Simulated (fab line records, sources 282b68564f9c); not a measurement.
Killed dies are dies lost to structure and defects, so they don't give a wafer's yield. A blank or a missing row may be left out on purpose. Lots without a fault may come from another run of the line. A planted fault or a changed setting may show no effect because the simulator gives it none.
fab line records | flow rit_cmos
record lots=14 wafers=42 last_day=7
route steps=202 shown ACTIVE@4
lots that met no fault: from a run of the same line without faults
start_h: hours from the record's first day to the start of the lot's first wafer shown | wait_h: hours since the lot's step before | " the same as in the row above | L1.1+2: a row that stands for several wafers | - no value, or no start given | * or withheld: withheld | < > ~ a bound
route shown NAME@n: a module of which the file shows steps, and the number in the route of the first | usual: mean/standard deviation of fault-free wafers | same: alike in all rows | chamber/n: place in a boat | sites: the reading at each site | _std_site: their standard deviation | _edge_site: outer sites' mean less inner sites' | radius_mm: how far each site lies from the wafer's centre | mask NAME#n: copy n | behind: the tool/chamber that last shaped the wafer | hold: why the lot was held/for how many hours/how that ended | device: the transistor (n, p or np) that didn't switch | end of line: the same wafers' tests at the end of the route | a step without rows: its recipe alone | killed: dies lost to structure and defects at the first sort, not the wafer's yield | map: a wafer's dies, x killed, . not, _ none there
set.NAME: the setting as run; set.NAME@STEP: as run at that earlier step | model.NAME: the simulator's own value behind a step, which no gauge read
steps of the route over a sample of lots; a table a step, a row a wafer
services: from which hour (start_h, from the record's first day; less than 0 if before it) a tool's chamber was out of use, for how many hours, and why
## steps
# step RIT_ACTIVE_CVD_03
# recipe material=Si3N4 target_thk_nm=150 temp_c=810 precursor=SiH2Cl2/NH3 time_s=1500 pressure_mtorr=300 sih2cl2_flow_sccm=60 nh3_flow_sccm=150
# usual zone_power_centre_pct=37.6/0.86
# columns lot.wafer tool chamber start_h wait_h zone_power_centre_pct
L150.1 lpcvd-02 0 12.23 0.1 36.8
L150.2 " 0 " " 38.0
L150.5 " 0 " " 37.7
L152.2 lpcvd-02 0 22.11 0.0 37.0
L152.3 " 0 " " 37.3
L152.5 " 0 " " 37.3
L154.3 lpcvd-01 0 32.11 0.0 38.3
L154.4 " 0 " " 37.5
L154.5 " 0 " " 37.7
L155.1 lpcvd-02 1 37.11 0.1 36.6
L155.3 " 1 " " 37.8
L155.5 " 1 " " 37.3
L156.2 lpcvd-02 1 42.11 0.0 36.7
L156.5 " 1 " " 36.7
L156.6 " 1 " " 37.4
L157.3 lpcvd-02 0 47.17 0.0 37.3
L157.4 " 0 " " 37.0
L157.5 " 0 " " 37.6
L158.1 lpcvd-02 1 52.11 0.1 36.9
L158.2 " 1 " " 36.9
L158.5 " 1 " " 37.2
L159.3 lpcvd-02 1 57.11 0.0 37.3
L159.5 " 1 " " 37.4
L159.6 " 1 " " 36.8
L160.1 lpcvd-01 0 62.11 0.1 36.5
L160.2 " 0 " " 37.1
L160.5 " 0 " " 37.5
L162.1 lpcvd-01 1 72.11 0.1 40.3
L162.3 " 1 " " 39.1
L162.6 " 1 " " 39.2
L163.2 lpcvd-02 1 77.11 0.0 37.4
L163.3 " 1 " " 37.2
L163.5 " 1 " " 37.3
L163.2 lpcvd-02 1 78.70 0.2 36.1
L163.3 " 1 " " 37.4
L163.5 " 1 " " 37.5
L164.1 lpcvd-01 1 82.11 0.1 39.7
L164.3 " 1 " " 39.3
L164.4 " 1 " " 40.3
L164.1 lpcvd-02 1 83.70 0.2 37.2
L164.3 " 1 " " 37.0
L164.4 " 1 " " 36.7
L169.1 lpcvd-02 1 107.11 0.1 36.7
L169.2 " 1 " " 37.4
L169.5 " 1 " " 37.5
L173.2 lpcvd-01 1 127.11 0.0 39.5
L173.3 " 1 " " 39.4
L173.4 " 1 " " 39.7
# step RIT_ACTIVE_THK_MEAS_04
# recipe reads=Si3N4_of_ACTIVE_CVD_03
# usual ACTIVE_NITRIDE_THK=150.3/1.4
# columns lot.wafer tool chamber start_h wait_h ACTIVE_NITRIDE_THK[nm]
L150.1 film_metro-01 - 13.64 0.0 152.3
L150.2 " - " " 151.5
L150.5 " - " " 152.3
L152.2 film_metro-01 - 23.54 0.0 150.2
L152.3 " - " " 151.8
L152.5 " - " " 151.1
L154.3 film_metro-02 - 33.55 0.0 150.6
L154.4 " - " " 148.3
L154.5 " - " " 149.1
L155.1 film_metro-02 - 38.53 0.0 154.3
L155.3 " - " " 152.8
L155.5 " - " " 152.6
L156.2 film_metro-02 - 43.54 0.0 148.3
L156.5 " - " " 148.4
L156.6 " - " " 148.8
L157.3 film_metro-03 - 48.61 0.0 150.9
L157.4 " - " " 150.2
L157.5 " - " " 150.1
L158.1 film_metro-03 - 53.53 0.0 150.3
L158.2 " - " " 152.2
L158.5 " - " " 151.3
L159.3 film_metro-02 - 60.32 0.0 149.6
L159.5 " - " " 149.2
L159.6 " - " " 148.2
L160.1 film_metro-01 - 63.53 0.0 147.8
L160.2 " - " " 149.5
L160.5 " - " " 150.0
L162.1 film_metro-02 - 73.53 0.0 151.3
L162.3 " - " " 152.2
L162.6 " - " " 151.2
L163.2 film_metro-02 - 80.12 0.0 297.7
L163.3 " - " " 298.7
L163.5 " - " " 298.3
L164.1 film_metro-01 - 85.11 0.0 298.8
L164.3 " - " " 297.6
L164.4 " - " " 298.5
L169.1 film_metro-01 - 108.53 0.0 149.3
L169.2 " - " " 149.6
L169.5 " - " " 149.7
L173.2 film_metro-03 - 128.54 0.0 151.0
L173.3 " - " " 153.0
L173.4 " - " " 151.4
# step RIT_ACTIVE_ETCH_13
# recipe stop_on=SiO2 chemistry=SF6 target=Si3N4 time_s=210 over_etch_frac=0.4 SF6_flow_sccm=200 pressure_mtorr=260 rf_w=125 target_depth_a=2100
# usual drypump_motor_current_A=5.6/0.46 oes_product_au=0.819/0.015 throttle_valve_pct=7.57/0.15
# columns lot.wafer tool chamber start_h wait_h drypump_motor_current_A oes_product_au rf_hours_counter_h throttle_valve_pct
L150.1 rie_diel-03 1 15.15 0.1 5.5 0.850 88 7.36
L150.2 " 0 " " 5.5 0.816 0 7.41
L150.5 " 2 " " 6.0 0.851 - 7.67
L152.2 rie_diel-02 1 24.83 0.1 5.8 0.813 116 7.64
L152.3 " 0 " " 5.2 0.847 150 7.43
L152.5 " 0 " " 5.3 0.839 - 7.40
L154.3 rie_diel-02 2 34.89 0.1 4.8 0.808 88 7.53
L154.4 " 3 " " 5.8 0.795 124 7.30
L154.5 " 0 " " 5.3 0.832 - 7.42
L155.1 rie_diel-04 1 39.71 0.1 6.5 0.831 116 7.77
L155.3 " 0 " " 5.5 0.815 91 7.75
L155.5 " 0 " " 5.5 0.814 - 7.74
L156.2 rie_diel-03 1 44.71 0.1 5.5 0.838 88 7.36
L156.5 " 0 " " 5.6 0.801 - 7.41
L156.6 " 3 " " 5.6 0.817 - 7.58
L157.3 rie_diel-03 2 49.89 0.1 6.0 0.827 8 7.68
L157.4 " 3 " " 5.6 0.817 78 7.57
L157.5 " 3 " " 5.6 0.819 - 7.56
L158.1 rie_diel-04 3 54.83 0.1 4.9 0.829 106 7.67
L158.2 " 1 " " 6.5 0.819 117 7.77
L158.5 " 2 " " 5.7 0.831 - 7.48
L159.3 rie_diel-02 0 61.85 0.1 5.3 0.840 151 7.43
L159.5 " 2 " " 4.9 0.820 - 7.52
L159.6 " 3 " " 5.8 0.796 - 7.28
L160.1 rie_diel-03 1 64.71 0.1 5.5 0.833 88 7.34
L160.2 " 3 " " 5.6 0.808 78 7.58
L160.5 " 3 " " 5.6 0.814 - 7.60
L162.1 rie_diel-03 3 74.71 0.1 5.6 0.816 78 7.59
L162.3 " 2 " " 6.0 0.846 8 7.67
L162.6 " 3 " " 5.6 0.829 - 7.57
L163.2 rie_diel-02 2 81.70 0.1 4.8 0.990 89 7.54
L163.3 " 1 " " 5.8 1.006 118 7.67
L163.5 " 2 " " 4.9 0.997 - 7.55
L164.1 rie_diel-02 2 86.70 0.1 4.8 0.992 89 7.52
L164.3 " 3 " " 5.8 0.990 124 7.32
L164.4 " 0 " " 5.2 1.029 151 7.44
L169.1 rie_diel-04 2 109.71 0.1 5.7 0.826 131 7.50
L169.2 " 1 " " 6.5 0.821 118 7.77
L169.5 " 0 " " 5.5 0.811 - 7.75
L173.2 rie_diel-04 3 129.76 0.1 4.9 0.831 107 7.65
L173.3 " 2 " " 5.7 0.830 132 7.47
L173.4 " 0 " " 5.5 0.810 93 7.72
## services
# columns tool chamber start_h hours kind
rie_diel-03 - -7.85 2.8 pm
lpcvd-02 - -3.66 2.8 pm
rie_diel-03 0 -3.39 - clean
rie_diel-03 0 -3.39 16.3 scheduled_down
rie_diel-03 0 -3.39 16.3 vent_cycle
rie_diel-02 3 35.02 13.1 repair
rie_diel-03 2 56.03 2.7 repair
rie_diel-04 0 70.20 2.9 repair
rie_diel-03 0 84.88 4.8 repair
lpcvd-01 - 96.11 6.0 pm
lpcvd-02 - 115.61 6.0 pm
## key
first_sign step=RIT_ACTIVE_CVD_03 reading=visit direction=added
effect step=RIT_ACTIVE_THK_MEAS_04 reading=ACTIVE_NITRIDE_THK direction=up sigmas=99+ usual=150.3 struck=298.3
effect step=RIT_ACTIVE_ETCH_13 reading=oes_product_au direction=up sigmas=12 usual=0.819 struck=1.001
met_at RIT_ACTIVE_CVD_03
struck_lots L163,L164
later_rows_left_out L163.2,L163.3,L163.5,L164.1,L164.3,L164.4
sort_left_out L163.2,L163.3,L163.5,L164.1,L164.3,L164.4
tester_left_out L163,L164
fault kind=repeated_step_whole tool=lpcvd-01,lpcvd-02 chamber=- onset_h=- steps=RIT_ACTIVE_CVD_03 times=1 scope=struck_lots_only
# tester_left_out: of these lots the tester's yield and bins aren't shown, on N5 and GAA mostly nor the transistor test; their killed dies are dies lost to structure and defects alone, not to doping, threshold or leakage, so they don't give the yield
# sort_left_out: the simulated sort isn't trusted on such a fault, so these wafers' sort isn't shown, and their yield isn't known
# later_rows_left_out: the simulator's readings of these wafers behind a module that went badly wrong aren't trusted and aren't shown, but for the sort
